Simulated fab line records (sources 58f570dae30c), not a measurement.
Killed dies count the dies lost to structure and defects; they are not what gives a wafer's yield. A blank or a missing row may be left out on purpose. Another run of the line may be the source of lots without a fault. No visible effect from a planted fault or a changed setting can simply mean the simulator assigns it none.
Check for tools in common / flow berkeley cmos170 / Lots sampled 13, wafers sampled 37

== REASON FOR OPENING ==
Of 13 lots, 1 have the reading M1_AL_RS flagged at UCB170_M1_RS_MEAS_01. Wafers without a fault read 0.0487 ohm/sq, standard deviation 0.00069.
Rule: a lot is flagged in two cases, either no wafer of it has a number, or all its wafers with numbers fall more than 4 standard deviations from that mean. All remaining lots are regarded as sound.

lot=L191; measured=day 7 12:40; on=film metro-01; M1_AL_RS (ohm/sq), wafer by wafer=0.0486 0.0485 0.0488; flag=
lot=L194; measured=day 8 05:16; on=film metro-01; M1_AL_RS (ohm/sq), wafer by wafer=0.0484 0.0489 0.0489; flag=
lot=L197; measured=day 8 16:53; on=film metro-03; M1_AL_RS (ohm/sq), wafer by wafer=0.0489 0.0480 0.0497; flag=
lot=L195; measured=day 8 18:28; on=film metro-04; M1_AL_RS (ohm/sq), wafer by wafer=0.0490 0.0494 0.0487; flag=
lot=L196; measured=day 8 21:19; on=film metro-01; M1_AL_RS (ohm/sq), wafer by wafer=0.0480 0.0483 0.0479; flag=
lot=L198; measured=day 9 12:04; on=film metro-01; M1_AL_RS (ohm/sq), wafer by wafer=0.0488 0.0487 0.0483; flag=
lot=L199; measured=day 9 12:09; on=film metro-04; M1_AL_RS (ohm/sq), wafer by wafer=0.0499 0.0496 0.0506; flag=
lot=L201; measured=day 10 02:40; on=film metro-04; M1_AL_RS (ohm/sq), wafer by wafer=0.0486 0.0489 0.0483; flag=
lot=L205; measured=day 10 13:04; on=film metro-01; M1_AL_RS (ohm/sq), wafer by wafer=0.0544; flag=FLAGGED
lot=L208; measured=day 10 17:47; on=film metro-04; M1_AL_RS (ohm/sq), wafer by wafer=0.0478 0.0479 0.0480; flag=
lot=L210; measured=day 11 09:08; on=film metro-03; M1_AL_RS (ohm/sq), wafer by wafer=0.0483 0.0482 0.0478; flag=
lot=L214; measured=day 11 21:13; on=film metro-01; M1_AL_RS (ohm/sq), wafer by wafer=0.0499 0.0483 0.0489; flag=
lot=L213; measured=day 12 00:11; on=film metro-03; M1_AL_RS (ohm/sq), wafer by wafer=0.0475 0.0475 0.0474; flag=
On average the flagged lots' numbers are 0.0544 ohm/sq, which is +0.0057 ohm/sq against the usual, or +8 standard deviations.

== TOOL THAT RAN EACH LOT ==
The record holds 3 process steps before the reading, out of a route of 331 steps. Read each cell as the tool, then ch plus the chambers that the sampled wafers visited, then the start.
lot=L191; flag=; UCB170_SILICIDE_SPUTTER_01=pvd sputter-04, day 7 07:50; UCB170_CONTACT_STRIP_19=plasma asher-04 ch 0,1, day 7 12:11; UCB170_M1_SPUTTER_00=pvd sputter-01, day 7 12:35
lot=L194; flag=; UCB170_SILICIDE_SPUTTER_01=pvd sputter-03, day 7 21:59; UCB170_CONTACT_STRIP_19=plasma asher-02 ch 0,1, day 8 04:45; UCB170_M1_SPUTTER_00=pvd sputter-03, day 8 05:09
lot=L197; flag=; UCB170_SILICIDE_SPUTTER_01=pvd sputter-04, day 8 10:52; UCB170_CONTACT_STRIP_19=plasma asher-04 ch 0,1, day 8 16:20; UCB170_M1_SPUTTER_00=pvd sputter-03, day 8 16:47
lot=L195; flag=; UCB170_SILICIDE_SPUTTER_01=pvd sputter-02, day 8 10:53; UCB170_CONTACT_STRIP_19=plasma asher-03 ch 0,1, day 8 18:01; UCB170_M1_SPUTTER_00=pvd sputter-01, day 8 18:24
lot=L196; flag=; UCB170_SILICIDE_SPUTTER_01=pvd sputter-03, day 8 11:31; UCB170_CONTACT_STRIP_19=plasma asher-02 ch 1, day 8 20:40; UCB170_M1_SPUTTER_00=pvd sputter-04, day 8 21:14
lot=L198; flag=; UCB170_SILICIDE_SPUTTER_01=pvd sputter-03, day 9 05:28; UCB170_CONTACT_STRIP_19=plasma asher-04 ch 0,1, day 9 11:35; UCB170_M1_SPUTTER_00=pvd sputter-04, day 9 11:58
lot=L199; flag=; UCB170_SILICIDE_SPUTTER_01=pvd sputter-04, day 9 05:28; UCB170_CONTACT_STRIP_19=plasma asher-02 ch 0,1, day 9 11:41; UCB170_M1_SPUTTER_00=pvd sputter-01, day 9 12:05
lot=L201; flag=; UCB170_SILICIDE_SPUTTER_01=pvd sputter-04, day 9 20:44; UCB170_CONTACT_STRIP_19=plasma asher-02 ch 0,1, day 10 01:58; UCB170_M1_SPUTTER_00=pvd sputter-01, day 10 02:37
lot=L205; flag=FLAGGED; UCB170_SILICIDE_SPUTTER_01=pvd sputter-02, day 10 06:20; UCB170_CONTACT_STRIP_19=plasma asher-04 ch 1, day 10 12:35; UCB170_M1_SPUTTER_00=pvd sputter-01, day 10 12:57
lot=L208; flag=; UCB170_SILICIDE_SPUTTER_01=pvd sputter-04, day 10 06:34; UCB170_CONTACT_STRIP_19=plasma asher-02 ch 0,1, day 10 14:05; UCB170_M1_SPUTTER_00=pvd sputter-04, day 10 17:41
lot=L210; flag=; UCB170_SILICIDE_SPUTTER_01=pvd sputter-03, day 11 02:46; UCB170_CONTACT_STRIP_19=plasma asher-02 ch 0,1, day 11 08:41; UCB170_M1_SPUTTER_00=pvd sputter-04, day 11 09:05
lot=L214; flag=; UCB170_SILICIDE_SPUTTER_01=pvd sputter-03, day 11 16:08; UCB170_CONTACT_STRIP_19=plasma asher-02 ch 0,1, day 11 20:45; UCB170_M1_SPUTTER_00=pvd sputter-03, day 11 21:09
lot=L213; flag=; UCB170_SILICIDE_SPUTTER_01=pvd sputter-02, day 11 16:28; UCB170_CONTACT_STRIP_19=plasma asher-02 ch 0,1, day 11 22:41; UCB170_M1_SPUTTER_00=pvd sputter-04, day 12 00:07
What is done by these steps:
- UCB170_SILICIDE_SPUTTER_01: material Ti, target thk 30 nm, time 25 s.
- UCB170_CONTACT_STRIP_19: strips in O2.
- UCB170_M1_SPUTTER_00: material Al, target thk 600 nm, time 80 s.
- UCB170_M1_RS_MEAS_01: measures by four-point-probe.

== FLAGGED OVER TOTAL, TOOL BY TOOL (the gauges that took the reading come last) ==
step=UCB170_SILICIDE_SPUTTER_01; tool=pvd sputter-02; lots run=3; flagged=1; share of the flagged lots=all; sound lots run after its first flagged lot=1 (L213)
step=UCB170_SILICIDE_SPUTTER_01; tool=pvd sputter-03; lots run=5; flagged=0; share of the flagged lots=none; sound lots run after its first flagged lot=-
step=UCB170_SILICIDE_SPUTTER_01; tool=pvd sputter-04; lots run=5; flagged=0; share of the flagged lots=none; sound lots run after its first flagged lot=-
step=UCB170_CONTACT_STRIP_19; tool=plasma asher-02; lots run=8; flagged=0; share of the flagged lots=none; sound lots run after its first flagged lot=-
step=UCB170_CONTACT_STRIP_19; tool=plasma asher-03; lots run=1; flagged=0; share of the flagged lots=none; sound lots run after its first flagged lot=-
step=UCB170_CONTACT_STRIP_19; tool=plasma asher-04; lots run=4; flagged=1; share of the flagged lots=all; sound lots run after its first flagged lot=0
step=UCB170_M1_SPUTTER_00; tool=pvd sputter-01; lots run=5; flagged=1; share of the flagged lots=all; sound lots run after its first flagged lot=0
step=UCB170_M1_SPUTTER_00; tool=pvd sputter-03; lots run=3; flagged=0; share of the flagged lots=none; sound lots run after its first flagged lot=-
step=UCB170_M1_SPUTTER_00; tool=pvd sputter-04; lots run=5; flagged=0; share of the flagged lots=none; sound lots run after its first flagged lot=-
step=UCB170_M1_RS_MEAS_01; tool=film metro-01; lots run=6; flagged=1; share of the flagged lots=all; sound lots run after its first flagged lot=1 (L214)
step=UCB170_M1_RS_MEAS_01; tool=film metro-03; lots run=3; flagged=0; share of the flagged lots=none; sound lots run after its first flagged lot=-
step=UCB170_M1_RS_MEAS_01; tool=film metro-04; lots run=4; flagged=0; share of the flagged lots=none; sound lots run after its first flagged lot=-

== THE TABLE: WHAT IT ALLOWS ==
4 rows of the table ran every flagged lot: pvd sputter-02 at UCB170_SILICIDE_SPUTTER_01, plasma asher-04 at UCB170_CONTACT_STRIP_19, pvd sputter-01 at UCB170_M1_SPUTTER_00, film metro-01 at UCB170_M1_RS_MEAS_01.
- pvd sputter-02 at UCB170_SILICIDE_SPUTTER_01: 1 of its 3 lots flagged. Sound lots followed the first flagged one (L213) on it, something a lasting fault affecting the whole tool could not allow.
- plasma asher-04 at UCB170_CONTACT_STRIP_19: 1 of its 4 lots flagged. Its last sound lot is L198 (day 9 11:35), its first flagged lot L205 (day 10 12:35): a fault that began between those two fits.
- pvd sputter-01 at UCB170_M1_SPUTTER_00: 1 of its 5 lots flagged. Its last sound lot is L201 (day 10 02:37), its first flagged lot L205 (day 10 12:57): a fault that began between those two fits.
- film metro-01 at UCB170_M1_RS_MEAS_01: 1 of its 6 lots flagged. Sound lots followed the first flagged one (L214) on it, something a lasting fault affecting the whole tool could not allow.
A lot count leaves these 2 tools indistinguishable: every one of them fits a fault beginning at some hour. More lots, or a look at what each step does to the wafer, might.

== WHAT WAS PUT IN BY THE SIMULATOR ==
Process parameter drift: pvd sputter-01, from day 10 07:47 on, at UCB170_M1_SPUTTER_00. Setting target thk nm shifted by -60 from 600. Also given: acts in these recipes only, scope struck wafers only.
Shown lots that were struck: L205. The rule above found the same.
